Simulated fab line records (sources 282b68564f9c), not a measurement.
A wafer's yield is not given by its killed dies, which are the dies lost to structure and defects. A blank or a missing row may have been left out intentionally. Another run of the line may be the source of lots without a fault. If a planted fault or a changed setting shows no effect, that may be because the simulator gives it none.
fab line records | flow ritCmos | part 1 of 2: steps 1 to 31 of 43
record lots=5 | wafers=15 | lastDay=8
route steps=202 shown ACTIVE@1 FOX1@20 FOX2@23 NWELL@28 PWELL@39
lots with no fault: from the same line, run without faults
startH: hours from the record's opening day to when the first of the lot's shown wafers began | waitH: how many hours have passed since the lot's step before this one | " same as the row above | L1.1+2: a single row standing in for several wafers | - no value present, or no start provided | * or withheld: withheld | < > ~ a bound
route shown NAME@n: NAME is a module with steps in the file, n the number in the route of the first one | usual: the fault-free wafers' mean and standard deviation | same: alike in all rows | chamber/n: place in a boat | sites: readings site by site | _std_site: standard deviation across them | _edge_site: the outer-site mean with the inner-site mean subtracted | radiusMm: for every site, how far away it sits from the centre of the wafer | mask NAME#n: copy n | behind: the most recent tool/chamber to have shaped the wafer | hold: why the lot was held/for how many hours/how that ended | device: which transistor (n, p or np) failed to switch | end of line: at the end of the route, the tests of the same wafers | where a step has no rows: the recipe by itself | killed: dies that structure and defects cost at the first sort, which is not the same as the wafer's yield | map: a wafer's dies, marking killed ones x, the rest . and places with no die _
set.NAME: the setting as run; set.NAME@STEP: as run at that earlier step | model.NAME: the simulator's own value behind a step, which no gauge read
lots seen at some steps along the route; tables by step, rows by wafer
services: from which hour (startH, from the record's first day; less than 0 if before it) a tool's chamber was out of use, for how many hours, and why
## steps
# step RIT_ACTIVE_BOW_MEAS_00
# recipe mode=bow
# usual INCOMING_BOW=0/6.7
lot.wafer | tool         | chamber | startH | waitH | INCOMING_BOW[um]
L074.1    | filmMetro-02 | -       | 10.00  | -     | 7
L074.2    | "            | -       | "      | "     | 4
L074.5    | "            | -       | "      | "     | 9
L081.2    | filmMetro-01 | -       | 45.02  | -     | -10
L081.5    | "            | -       | "      | "     | -12
L081.6    | "            | -       | "      | "     | 1
L084.1    | filmMetro-01 | -       | 60.00  | -     | -6
L084.2    | "            | -       | "      | "     | 5
L084.5    | "            | -       | "      | "     | -4
L092.1    | filmMetro-02 | -       | 100.17 | -     | -1
L092.2    | "            | -       | "      | "     | 7
L092.4    | "            | -       | "      | "     | 4
L097.1    | filmMetro-02 | -       | 125.00 | -     | 4
L097.2    | "            | -       | "      | "     | -6
L097.5    | "            | -       | "      | "     | 2
# step RIT_ACTIVE_OXIDATION_01
# recipe tempC=1000 | ambient=O2 | targetThkA=468 | oxTimeS=3513
# same oxTimeS=3513
lot.wafer  | tool       | chamber | startH | waitH
L074.1+2+5 | furnace-02 | 0       | 10.12  | 0.1
L081.2+5+6 | furnace-01 | 0       | 45.12  | 0.1
L084.1+2+5 | furnace-02 | 0       | 60.12  | 0.1
L092.1+2+4 | furnace-02 | 0       | 100.29 | 0.1
L097.1+2+5 | furnace-04 | 0       | 125.12 | 0.1
# step RIT_ACTIVE_THK_MEAS_02
# recipe reads=SiO2_of_ACTIVE_OXIDATION_01
# usual ACTIVE_OXIDE_THK=48.1/0.9
lot.wafer | tool         | chamber | startH | waitH | ACTIVE_OXIDE_THK[nm]
L074.1    | filmMetro-01 | -       | 12.05  | 0.0   | 48.0
L074.2    | "            | -       | "      | "     | 48.6
L074.5    | "            | -       | "      | "     | 48.4
L081.2    | filmMetro-01 | -       | 47.06  | 0.0   | 49.9
L081.5    | "            | -       | "      | "     | 48.8
L081.6    | "            | -       | "      | "     | 49.5
L084.1    | filmMetro-03 | -       | 62.05  | 0.0   | 47.4
L084.2    | "            | -       | "      | "     | 47.7
L084.5    | "            | -       | "      | "     | 47.7
L092.1    | filmMetro-03 | -       | 102.23 | 0.0   | 49.5
L092.2    | "            | -       | "      | "     | 50.0
L092.4    | "            | -       | "      | "     | 49.4
L097.1    | filmMetro-02 | -       | 127.05 | 0.0   | 46.5
L097.2    | "            | -       | "      | "     | 46.2
L097.5    | "            | -       | "      | "     | 46.7
# step RIT_ACTIVE_CVD_03
# recipe material=Si3N4 | targetThkNm=150 | tempC=810 | precursor=SiH2Cl2/NH3 | timeS=1500 | pressureMtorr=300 | sih2cl2FlowSccm=60 | nh3FlowSccm=150
lot.wafer  | tool     | chamber | startH | waitH
L074.1+2+5 | lpcvd-02 | 0       | 12.11  | 0.1
L081.2+5+6 | lpcvd-02 | 1       | 47.11  | 0.0
L084.1+2+5 | lpcvd-02 | 1       | 62.11  | 0.1
L092.1+2+4 | lpcvd-02 | 0       | 102.58 | 0.3
L097.1+2+5 | lpcvd-02 | 0       | 130.89 | 3.8
# step RIT_ACTIVE_THK_MEAS_04
# recipe reads=Si3N4_of_ACTIVE_CVD_03
# usual ACTIVE_NITRIDE_THK=150.1/1.3
lot.wafer | tool         | chamber | startH | waitH | ACTIVE_NITRIDE_THK[nm]
L074.1    | filmMetro-01 | -       | 13.53  | 0.0   | 149.3
L074.2    | "            | -       | "      | "     | 149.4
L074.5    | "            | -       | "      | "     | 150.7
L081.2    | filmMetro-01 | -       | 49.25  | 0.0   | 149.6
L081.5    | "            | -       | "      | "     | 147.8
L081.6    | "            | -       | "      | "     | 150.1
L084.1    | filmMetro-02 | -       | 63.53  | 0.0   | 149.5
L084.2    | "            | -       | "      | "     | 151.1
L084.5    | "            | -       | "      | "     | 149.4
L092.1    | filmMetro-02 | -       | 104.00 | 0.0   | 149.5
L092.2    | "            | -       | "      | "     | 148.9
L092.4    | "            | -       | "      | "     | 148.4
L097.1    | filmMetro-03 | -       | 132.31 | 0.0   | 150.6
L097.2    | "            | -       | "      | "     | 150.1
L097.5    | "            | -       | "      | "     | 149.7
# step RIT_ACTIVE_HMDS_05
# recipe primeTimeS=60 | primeTempC=140
# usual exhaustPa=45.0/0.85
lot.wafer | tool          | chamber | startH | waitH | exhaustPa
L074.1    | lithoTrack-02 | 0       | 13.59  | 0.1   | 45.4
L074.2    | "             | 0       | "      | "     | 44.4
L074.5    | "             | 0       | "      | "     | 45.9
L081.2    | lithoTrack-01 | 0       | 49.32  | 0.1   | 44.8
L081.5    | "             | 0       | "      | "     | 44.3
L081.6    | "             | 0       | "      | "     | 44.1
L084.1    | lithoTrack-02 | 0       | 63.59  | 0.1   | 44.3
L084.2    | "             | 0       | "      | "     | 46.0
L084.5    | "             | 0       | "      | "     | 43.5
L092.1    | lithoTrack-01 | 0       | 104.06 | 0.1   | 45.0
L092.2    | "             | 0       | "      | "     | 44.2
L092.4    | "             | 0       | "      | "     | 43.9
L097.1    | lithoTrack-02 | 0       | 132.37 | 0.1   | 44.9
L097.2    | "             | 0       | "      | "     | 44.0
L097.5    | "             | 0       | "      | "     | 45.7
# step RIT_ACTIVE_COAT_06
# recipe resist=NOVOLAK | spinRpm=3250 | resistThkNm=1020
# usual exhaustPa=45.0/0.99
lot.wafer | tool          | chamber | startH | waitH | exhaustPa
L074.1    | lithoTrack-02 | 0       | 13.74  | 0.1   | 44.5
L074.2    | "             | 0       | "      | "     | 45.3
L074.5    | "             | 0       | "      | "     | 46.0
L081.2    | lithoTrack-01 | 0       | 49.47  | 0.1   | 45.2
L081.5    | "             | 0       | "      | "     | 47.1
L081.6    | "             | 0       | "      | "     | 46.6
L084.1    | lithoTrack-02 | 0       | 63.74  | 0.1   | 44.5
L084.2    | "             | 0       | "      | "     | 45.2
L084.5    | "             | 0       | "      | "     | 46.3
L092.1    | lithoTrack-01 | 0       | 104.21 | 0.1   | 44.4
L092.2    | "             | 0       | "      | "     | 46.5
L092.4    | "             | 0       | "      | "     | 44.5
L097.1    | lithoTrack-02 | 0       | 132.52 | 0.1   | 45.7
L097.2    | "             | 0       | "      | "     | 45.9
L097.5    | "             | 0       | "      | "     | 45.5
# step RIT_ACTIVE_SOFTBAKE_07
# recipe resist=NOVOLAK | tempC=90 | timeS=60
# usual exhaustPa=45.1/0.92
lot.wafer | tool          | chamber | startH | waitH | exhaustPa
L074.1    | lithoTrack-02 | 0       | 13.89  | 0.1   | 44.5
L074.2    | "             | 0       | "      | "     | 44.8
L074.5    | "             | 0       | "      | "     | 45.0
L081.2    | lithoTrack-01 | 0       | 49.62  | 0.1   | 45.3
L081.5    | "             | 0       | "      | "     | 45.6
L081.6    | "             | 0       | "      | "     | 44.6
L084.1    | lithoTrack-02 | 0       | 63.89  | 0.1   | 44.6
L084.2    | "             | 0       | "      | "     | 44.4
L084.5    | "             | 0       | "      | "     | 44.7
L092.1    | lithoTrack-01 | 0       | 104.36 | 0.1   | 43.5
L092.2    | "             | 0       | "      | "     | 45.6
L092.4    | "             | 0       | "      | "     | 44.3
L097.1    | lithoTrack-02 | 0       | 132.67 | 0.1   | 44.2
L097.2    | "             | 0       | "      | "     | 44.2
L097.5    | "             | 0       | "      | "     | 43.2
# step RIT_ACTIVE_EXPOSE_08
# recipe maskId=M1 | na=0.6 | sourceShape=conventional | sigmaOuter=0.6 | targetCdNm=1400 | doseMj=225
# same sigmaOuter=0.6
lot.wafer  | tool            | chamber | startH | waitH | mask
L074.1+2+5 | ilineStepper-01 | 0       | 14.16  | 0.2   | M1#0
L081.2+5+6 | ilineStepper-01 | 0       | 49.89  | 0.2   | M1#0
L084.1+2+5 | ilineStepper-01 | 0       | 64.04  | 0.1   | M1#0
L092.1+2+4 | ilineStepper-01 | 0       | 104.63 | 0.2   | M1#0
L097.1+2+5 | ilineStepper-01 | 0       | 132.94 | 0.2   | M1#0
# step RIT_ACTIVE_PEB_09
# recipe resist=NOVOLAK | tempC=withheld | timeS=withheld
# usual exhaustPa=45.1/1
lot.wafer | tool          | chamber | startH | waitH | exhaustPa
L074.1    | lithoTrack-03 | 0       | 14.28  | 0.1   | 44.4
L074.2    | "             | 0       | "      | "     | 43.2
L074.5    | "             | 0       | "      | "     | 43.7
L081.2    | lithoTrack-03 | 0       | 50.01  | 0.1   | 44.9
L081.5    | "             | 0       | "      | "     | 45.9
L081.6    | "             | 0       | "      | "     | 46.3
L084.1    | lithoTrack-01 | 0       | 64.16  | 0.1   | 43.1
L084.2    | "             | 0       | "      | "     | 44.7
L084.5    | "             | 0       | "      | "     | 43.3
L092.1    | lithoTrack-02 | 0       | 104.75 | 0.1   | 45.8
L092.2    | "             | 0       | "      | "     | 44.2
L092.4    | "             | 0       | "      | "     | 43.5
L097.1    | lithoTrack-01 | 0       | 133.06 | 0.1   | 45.8
L097.2    | "             | 0       | "      | "     | 44.4
L097.5    | "             | 0       | "      | "     | 45.8
# step RIT_ACTIVE_DEVELOP_10
# recipe resist=NOVOLAK | developTimeS=50 | devTempC=23
# usual exhaustPa=45.3/0.86
lot.wafer | tool          | chamber | startH | waitH | exhaustPa
L074.1    | lithoTrack-03 | 0       | -      | -     | 43.5
L074.2    | "             | 0       | "      | "     | 45.3
L074.5    | "             | 0       | "      | "     | 45.3
L081.2    | lithoTrack-03 | 0       | -      | -     | 44.6
L081.5    | "             | 0       | "      | "     | 45.0
L081.6    | "             | 0       | "      | "     | 45.1
L084.1    | lithoTrack-01 | 0       | -      | -     | 43.4
L084.2    | "             | 0       | "      | "     | 42.9
L084.5    | "             | 0       | "      | "     | 45.5
L092.1    | lithoTrack-02 | 0       | -      | -     | 44.3
L092.2    | "             | 0       | "      | "     | 44.8
L092.4    | "             | 0       | "      | "     | 44.8
L097.1    | lithoTrack-01 | 0       | -      | -     | 45.4
L097.2    | "             | 0       | "      | "     | 45.8
L097.5    | "             | 0       | "      | "     | 45.3
# step RIT_ACTIVE_CD_MEAS_11
# recipe targetCdNm=1400
# usual cdNm=1400.2/2.4
lot.wafer | tool     | chamber | startH | waitH | cdNm
L074.1    | cdSem-01 | -       | 14.56  | -     | 1399.3
L074.2    | "        | -       | "      | "     | 1396.5
L074.5    | "        | -       | "      | "     | 1397.3
L081.2    | cdSem-02 | -       | 50.29  | -     | 1397.7
L081.5    | "        | -       | "      | "     | 1398.8
L081.6    | "        | -       | "      | "     | 1395.8
L084.1    | cdSem-02 | -       | 64.44  | -     | 1398.3
L084.2    | "        | -       | "      | "     | 1396.9
L084.5    | "        | -       | "      | "     | 1398.1
L092.1    | cdSem-01 | -       | 105.03 | -     | 1403.7
L092.2    | "        | -       | "      | "     | 1403.5
L092.4    | "        | -       | "      | "     | 1404.4
L097.1    | cdSem-01 | -       | 133.34 | -     | 1399.4
L097.2    | "        | -       | "      | "     | 1401.4
L097.5    | "        | -       | "      | "     | 1399.9
# step RIT_ACTIVE_HARDBAKE_12
# recipe resist=NOVOLAK | tempC=140 | timeS=60
# usual exhaustPa=45.1/0.86
lot.wafer | tool          | chamber | startH | waitH | exhaustPa
L074.1    | lithoTrack-03 | 0       | 14.68  | 0.1   | 45.2
L074.2    | "             | 0       | "      | "     | 45.9
L074.5    | "             | 0       | "      | "     | 44.3
L081.2    | lithoTrack-01 | 0       | 50.57  | 0.3   | 45.0
L081.5    | "             | 0       | "      | "     | 44.6
L081.6    | "             | 0       | "      | "     | 44.2
L084.1    | lithoTrack-01 | 0       | 64.56  | 0.1   | 43.5
L084.2    | "             | 0       | "      | "     | 43.8
L084.5    | "             | 0       | "      | "     | 45.3
L092.1    | lithoTrack-01 | 0       | 105.15 | 0.1   | 46.7
L092.2    | "             | 0       | "      | "     | 44.4
L092.4    | "             | 0       | "      | "     | 46.1
L097.1    | lithoTrack-02 | 0       | 133.46 | 0.1   | 44.9
L097.2    | "             | 0       | "      | "     | 45.0
L097.5    | "             | 0       | "      | "     | 45.6
# step RIT_ACTIVE_ETCH_13
# recipe stopOn=SiO2 | chemistry=SF6 | target=Si3N4 | timeS=210 | overEtchFrac=0.4 | SF6_flow_sccm=200 | pressureMtorr=260 | rfW=125 | targetDepthA=2100
# usual drypumpMotorCurrentA=5.7/0.51 | oesProductAu=0.824/0.015 | throttleValvePct=7.50/0.066
lot.wafer | tool       | chamber | startH | waitH | drypumpMotorCurrentA | oesProductAu | rfHoursCounterH | throttleValvePct
L074.1    | rieDiel-01 | 2       | 14.83  | 0.1   | 5.8                  | 0.820        | 28              | 7.51
L074.2    | "          | 3       | "      | "     | 4.9                  | 0.831        | 105             | 7.54
L074.5    | "          | 3       | "      | "     | 4.9                  | 0.829        | -               | 7.54
L081.2    | rieDiel-04 | 1       | 50.69  | 0.1   | 5.5                  | 0.798        | 118             | 7.49
L081.5    | "          | 2       | "      | "     | 6.6                  | 0.806        | -               | 7.51
L081.6    | "          | 1       | "      | "     | 5.5                  | 0.799        | -               | 7.49
L084.1    | rieDiel-04 | 0       | 64.71  | 0.1   | 6.1                  | 0.822        | 157             | 7.52
L084.2    | "          | 1       | "      | "     | 5.5                  | 0.798        | 118             | 7.48
L084.5    | "          | 0       | "      | "     | 6.1                  | 0.833        | -               | 7.50
L092.1    | rieDiel-02 | 2       | 105.30 | 0.1   | 6.1                  | 0.838        | 60              | 7.54
L092.2    | "          | 3       | "      | "     | 5.2                  | 0.851        | 67              | 7.57
L092.4    | "          | 1       | "      | "     | 5.3                  | 0.827        | 152             | 7.59
L097.1    | rieDiel-04 | 1       | 133.61 | 0.1   | 5.5                  | 0.801        | 119             | 7.49
L097.2    | "          | 2       | "      | "     | 6.6                  | 0.821        | 104             | 7.53
L097.5    | "          | 3       | "      | "     | 5.4                  | 0.799        | -               | 7.45
# step RIT_ACTIVE_STRIP_14
# recipe chemistry=O2 | timeS=180 | resist=NOVOLAK | platenTempC=withheld | powerW=500 | pressureMtorr=4000 | o2FlowSccm=4000
# usual drypumpMotorCurrentA=5.5/0.4
lot.wafer | tool           | chamber | startH | waitH | drypumpMotorCurrentA | rfHoursCounterH
L074.1    | plasmaAsher-01 | 0       | 14.97  | 0.1   | 5.3                  | 31
L074.2    | "              | 1       | "      | "     | 5.2                  | 31
L074.5    | "              | 1       | "      | "     | 5.2                  | -
L081.2    | plasmaAsher-02 | 0       | 50.83  | 0.1   | 5.2                  | 42
L081.5    | "              | 1       | "      | "     | 5.2                  | -
L081.6    | "              | 0       | "      | "     | 5.2                  | -
L084.1    | plasmaAsher-02 | 0       | 64.84  | 0.1   | 5.2                  | 44
L084.2    | "              | 1       | "      | "     | 5.1                  | 44
L084.5    | "              | 1       | "      | "     | 5.1                  | -
L092.1    | plasmaAsher-04 | 1       | 105.44 | 0.1   | 6.3                  | 48
L092.2    | "              | 0       | "      | "     | 5.5                  | 48
L092.4    | "              | 0       | "      | "     | 5.5                  | -
L097.1    | plasmaAsher-04 | 1       | 133.74 | 0.1   | 6.3                  | 50
L097.2    | "              | 0       | "      | "     | 5.6                  | 50
L097.5    | "              | 0       | "      | "     | 5.6                  | -
# step RIT_ACTIVE_CD_MEAS_90
# recipe targetCdNm=1400
# usual cdNm=1400.2/2.4
lot.wafer | tool     | chamber | startH | waitH | cdNm
L074.1    | cdSem-01 | -       | 15.14  | 0.1   | 1400.0
L074.2    | "        | -       | "      | "     | 1396.9
L074.5    | "        | -       | "      | "     | 1397.5
L081.2    | cdSem-01 | -       | 51.02  | 0.1   | 1397.7
L081.5    | "        | -       | "      | "     | 1399.2
L081.6    | "        | -       | "      | "     | 1395.5
L084.1    | cdSem-01 | -       | 65.02  | 0.1   | 1398.5
L084.2    | "        | -       | "      | "     | 1397.5
L084.5    | "        | -       | "      | "     | 1398.2
L092.1    | cdSem-01 | -       | 105.61 | 0.1   | 1403.0
L092.2    | "        | -       | "      | "     | 1403.8
L092.4    | "        | -       | "      | "     | 1404.4
L097.1    | cdSem-01 | -       | 133.92 | 0.1   | 1399.8
L097.2    | "        | -       | "      | "     | 1401.1
L097.5    | "        | -       | "      | "     | 1399.6
# step RIT_ACTIVE_CLEAN_15
# recipe chemistry=SC1 | mix=3:3:50 | timeS=600 | tempC=75
lot.wafer  | tool        | chamber | startH | waitH
L074.1+2+5 | wetBench-02 | 0       | 15.26  | 0.1
L081.2+5+6 | wetBench-02 | 0       | 51.12  | 0.1
L084.1+2+5 | wetBench-02 | 0       | 65.14  | 0.1
L092.1+2+4 | wetBench-03 | 3       | 105.73 | 0.1
L097.1+2+5 | wetBench-03 | 2       | 134.04 | 0.1
# step RIT_ACTIVE_CLEAN_16
# recipe chemistry=dHF | dilution=50:1 | timeS=30
lot.wafer  | tool        | chamber | startH | waitH
L074.1+2+5 | wetBench-03 | 2       | 15.44  | 0.0
L081.2+5+6 | wetBench-03 | 1       | 51.30  | 0.0
L084.1+2+5 | wetBench-04 | 3       | 65.31  | 0.0
L092.1+2+4 | wetBench-04 | 2       | 105.91 | 0.0
L097.1+2+5 | wetBench-02 | 1       | 134.21 | 0.0
# step RIT_ACTIVE_CLEAN_17
# recipe chemistry=SC2 | mix=3:3:50 | timeS=600 | tempC=75 | dry=n2Spin
lot.wafer  | tool        | chamber | startH | waitH
L074.1+2+5 | wetBench-02 | 2       | 15.45  | 0.0
L081.2+5+6 | wetBench-02 | 2       | 51.32  | 0.0
L084.1+2+5 | wetBench-03 | 0       | 65.33  | 0.0
L092.1+2+4 | wetBench-02 | 0       | 105.92 | 0.0
L097.1+2+5 | wetBench-04 | 3       | 134.23 | 0.0
# step RIT_FOX1_OXIDATION_00
# recipe tempC=1100 | ambient=H2O | targetThkA=3507 | pH2oTorr=720 | oxTimeS=1130
# same oxTimeS=1130
lot.wafer  | tool       | chamber | startH | waitH
L074.1+2+5 | furnace-04 | 0       | 15.63  | 0.0
L081.2+5+6 | furnace-03 | 0       | 51.49  | 0.0
L084.1+2+5 | furnace-03 | 0       | 65.50  | 0.0
L092.1+2+4 | furnace-02 | 0       | 106.25 | 0.1
L097.1+2+5 | furnace-03 | 0       | 134.41 | 0.0
# step RIT_FOX1_THK_MEAS_01
# recipe reads=SiO2_of_FOX1_OXIDATION_00
# usual FOX1_OXIDE_THK=348/6.3
lot.wafer | tool         | chamber | startH | waitH | FOX1_OXIDE_THK[nm]
L074.1    | filmMetro-04 | -       | 16.94  | 0.0   | 356
L074.2    | "            | -       | "      | "     | 360
L074.5    | "            | -       | "      | "     | 357
L081.2    | filmMetro-04 | -       | 52.81  | 0.0   | 351
L081.5    | "            | -       | "      | "     | 349
L081.6    | "            | -       | "      | "     | 350
L084.1    | filmMetro-04 | -       | 66.82  | 0.0   | 354
L084.2    | "            | -       | "      | "     | 348
L084.5    | "            | -       | "      | "     | 351
L092.1    | filmMetro-04 | -       | 107.57 | 0.0   | 355
L092.2    | "            | -       | "      | "     | 351
L092.4    | "            | -       | "      | "     | 352
L097.1    | filmMetro-03 | -       | 135.72 | 0.0   | 347
L097.2    | "            | -       | "      | "     | 354
L097.5    | "            | -       | "      | "     | 355
# step RIT_FOX1_WET_ETCH_02
# recipe chemistry=BOE | targetDepthNm=350 | timeS=390 | tempC=21.5 | dry=n2Spin | dilution=10:1 | target=SiO2
lot.wafer  | tool        | chamber | startH | waitH
L074.1+2+5 | wetBench-02 | 2       | 17.00  | 0.1
L081.2+5+6 | wetBench-04 | 1       | 52.86  | 0.0
L084.1+2+5 | wetBench-04 | 0       | 66.88  | 0.1
L092.1+2+4 | wetBench-01 | 1       | 107.63 | 0.1
L097.1+2+5 | wetBench-01 | 3       | 135.78 | 0.1
# step RIT_FOX2_OXIDATION_00
# recipe tempC=1100 | ambient=H2O | targetThkA=3507 | pH2oTorr=720 | oxTimeS=1130
# same oxTimeS=1130
lot.wafer  | tool       | chamber | startH | waitH
L074.1+2+5 | furnace-04 | 0       | 17.12  | 0.0
L081.2+5+6 | furnace-01 | 0       | 53.45  | 0.5
L084.1+2+5 | furnace-04 | 0       | 67.05  | 0.1
L092.1+2+4 | furnace-04 | 0       | 108.13 | 0.4
L097.1+2+5 | furnace-03 | 0       | 135.90 | 0.0
# step RIT_FOX2_THK_MEAS_01
# recipe reads=SiO2_of_FOX2_OXIDATION_00
# usual FOX2_OXIDE_THK=351/7.2
lot.wafer | tool         | chamber | startH | waitH | FOX2_OXIDE_THK[nm]
L074.1    | filmMetro-01 | -       | 18.43  | 0.0   | 347
L074.2    | "            | -       | "      | "     | 345
L074.5    | "            | -       | "      | "     | 349
L081.2    | filmMetro-04 | -       | 54.77  | 0.0   | 350
L081.5    | "            | -       | "      | "     | 348
L081.6    | "            | -       | "      | "     | 353
L084.1    | filmMetro-01 | -       | 68.37  | 0.0   | 354
L084.2    | "            | -       | "      | "     | 346
L084.5    | "            | -       | "      | "     | 348
L092.1    | filmMetro-03 | -       | 109.44 | 0.0   | 351
L092.2    | "            | -       | "      | "     | 356
L092.4    | "            | -       | "      | "     | 347
L097.1    | filmMetro-04 | -       | 137.21 | 0.0   | 360
L097.2    | "            | -       | "      | "     | 358
L097.5    | "            | -       | "      | "     | 359
# step RIT_FOX2_CLEAN_02
# recipe chemistry=dHF | dilution=50:1 | timeS=180
lot.wafer  | tool        | chamber | startH | waitH
L074.1+2+5 | wetBench-04 | 0       | 18.49  | 0.1
L081.2+5+6 | wetBench-01 | 3       | 54.82  | 0.0
L084.1+2+5 | wetBench-04 | 2       | 68.43  | 0.1
L092.1+2+4 | wetBench-01 | 3       | 109.50 | 0.1
L097.1+2+5 | wetBench-03 | 3       | 137.27 | 0.1
# step RIT_FOX2_WET_ETCH_03
# recipe chemistry=H3PO4 | target=Si3N4 | targetDepthNm=195 | tempC=165 | timeS=2700
lot.wafer  | tool        | chamber | startH | waitH
L074.1+2+5 | wetBench-03 | 0       | 18.56  | 0.0
L081.2+5+6 | wetBench-04 | 2       | 54.89  | 0.0
L084.1+2+5 | wetBench-03 | 2       | 68.49  | 0.0
L092.1+2+4 | wetBench-04 | 3       | 109.57 | 0.0
L097.1+2+5 | wetBench-04 | 2       | 137.33 | 0.0
# step RIT_FOX2_THK_MEAS_90
# recipe reads=SiO2_of_FOX2_OXIDATION_00
# usual FIELD_OXIDE_LEFT_1_THK=323/7.2
lot.wafer | tool         | chamber | startH | waitH | FIELD_OXIDE_LEFT_1_THK[nm]
L074.1    | filmMetro-01 | -       | 19.32  | 0.0   | 319
L074.2    | "            | -       | "      | "     | 317
L074.5    | "            | -       | "      | "     | 321
L081.2    | filmMetro-01 | -       | 55.66  | 0.0   | 323
L081.5    | "            | -       | "      | "     | 321
L081.6    | "            | -       | "      | "     | 326
L084.1    | filmMetro-03 | -       | 69.24  | 0.0   | 327
L084.2    | "            | -       | "      | "     | 319
L084.5    | "            | -       | "      | "     | 320
L092.1    | filmMetro-03 | -       | 110.32 | 0.0   | 323
L092.2    | "            | -       | "      | "     | 329
L092.4    | "            | -       | "      | "     | 319
L097.1    | filmMetro-04 | -       | 138.09 | 0.0   | 333
L097.2    | "            | -       | "      | "     | 330
L097.5    | "            | -       | "      | "     | 332
# step RIT_NWELL_HMDS_00
# recipe primeTimeS=60 | primeTempC=140
# usual exhaustPa=45.0/0.96
lot.wafer | tool          | chamber | startH | waitH | exhaustPa
L074.1    | lithoTrack-04 | 0       | 19.38  | 0.1   | 44.8
L074.2    | "             | 0       | "      | "     | 43.9
L074.5    | "             | 0       | "      | "     | 45.7
L081.2    | lithoTrack-04 | 0       | 55.73  | 0.1   | 44.6
L081.5    | "             | 0       | "      | "     | 46.4
L081.6    | "             | 0       | "      | "     | 44.2
L084.1    | lithoTrack-03 | 0       | 69.30  | 0.1   | 45.2
L084.2    | "             | 0       | "      | "     | 43.7
L084.5    | "             | 0       | "      | "     | 46.6
L092.1    | lithoTrack-04 | 0       | 110.41 | 0.1   | 45.6
L092.2    | "             | 0       | "      | "     | 45.6
L092.4    | "             | 0       | "      | "     | 44.8
L097.1    | lithoTrack-01 | 0       | 138.15 | 0.1   | 44.2
L097.2    | "             | 0       | "      | "     | 46.4
L097.5    | "             | 0       | "      | "     | 44.1
# step RIT_NWELL_COAT_01
# recipe resist=NOVOLAK | spinRpm=2000 | resistThkNm=1300
# usual exhaustPa=45.1/0.79
lot.wafer | tool          | chamber | startH | waitH | exhaustPa
L074.1    | lithoTrack-04 | 0       | 19.53  | 0.1   | 45.1
L074.2    | "             | 0       | "      | "     | 45.7
L074.5    | "             | 0       | "      | "     | 45.5
L081.2    | lithoTrack-04 | 0       | 55.88  | 0.1   | 45.1
L081.5    | "             | 0       | "      | "     | 44.2
L081.6    | "             | 0       | "      | "     | 44.1
L084.1    | lithoTrack-03 | 0       | 69.45  | 0.1   | 44.8
L084.2    | "             | 0       | "      | "     | 45.6
L084.5    | "             | 0       | "      | "     | 46.0
L092.1    | lithoTrack-04 | 0       | 110.56 | 0.1   | 43.9
L092.2    | "             | 0       | "      | "     | 44.7
L092.4    | "             | 0       | "      | "     | 44.8
L097.1    | lithoTrack-01 | 0       | 138.30 | 0.1   | 46.6
L097.2    | "             | 0       | "      | "     | 45.5
L097.5    | "             | 0       | "      | "     | 46.1
# step RIT_NWELL_SOFTBAKE_02
# recipe resist=NOVOLAK | tempC=89.19 | timeS=60
# usual exhaustPa=45.0/0.88
lot.wafer | tool          | chamber | startH | waitH | exhaustPa
L074.1    | lithoTrack-04 | 0       | 19.68  | 0.1   | 45.0
L074.2    | "             | 0       | "      | "     | 46.5
L074.5    | "             | 0       | "      | "     | 44.8
L081.2    | lithoTrack-04 | 0       | 56.03  | 0.1   | 43.8
L081.5    | "             | 0       | "      | "     | 44.1
L081.6    | "             | 0       | "      | "     | 44.2
L084.1    | lithoTrack-03 | 0       | 69.60  | 0.1   | 44.5
L084.2    | "             | 0       | "      | "     | 45.1
L084.5    | "             | 0       | "      | "     | 45.8
L092.1    | lithoTrack-04 | 0       | 110.71 | 0.1   | 43.1
L092.2    | "             | 0       | "      | "     | 43.8
L092.4    | "             | 0       | "      | "     | 44.0
L097.1    | lithoTrack-01 | 0       | 138.45 | 0.1   | 44.6
L097.2    | "             | 0       | "      | "     | 45.4
L097.5    | "             | 0       | "      | "     | 44.7
# step RIT_NWELL_EXPOSE_03
# recipe maskId=M2 | na=0.57 | targetCdNm=43900 | doseMj=250
lot.wafer  | tool            | chamber | startH | waitH | mask
L074.1+2+5 | ilineStepper-01 | 0       | 19.95  | 0.2   | M2#0
L081.2+5+6 | ilineStepper-02 | 0       | 56.18  | 0.1   | M2#0
L084.1+2+5 | ilineStepper-01 | 0       | 69.75  | 0.1   | M2#0
L092.1+2+4 | ilineStepper-02 | 0       | 110.86 | 0.1   | M2#0
L097.1+2+5 | ilineStepper-02 | 0       | 138.60 | 0.1   | M2#0
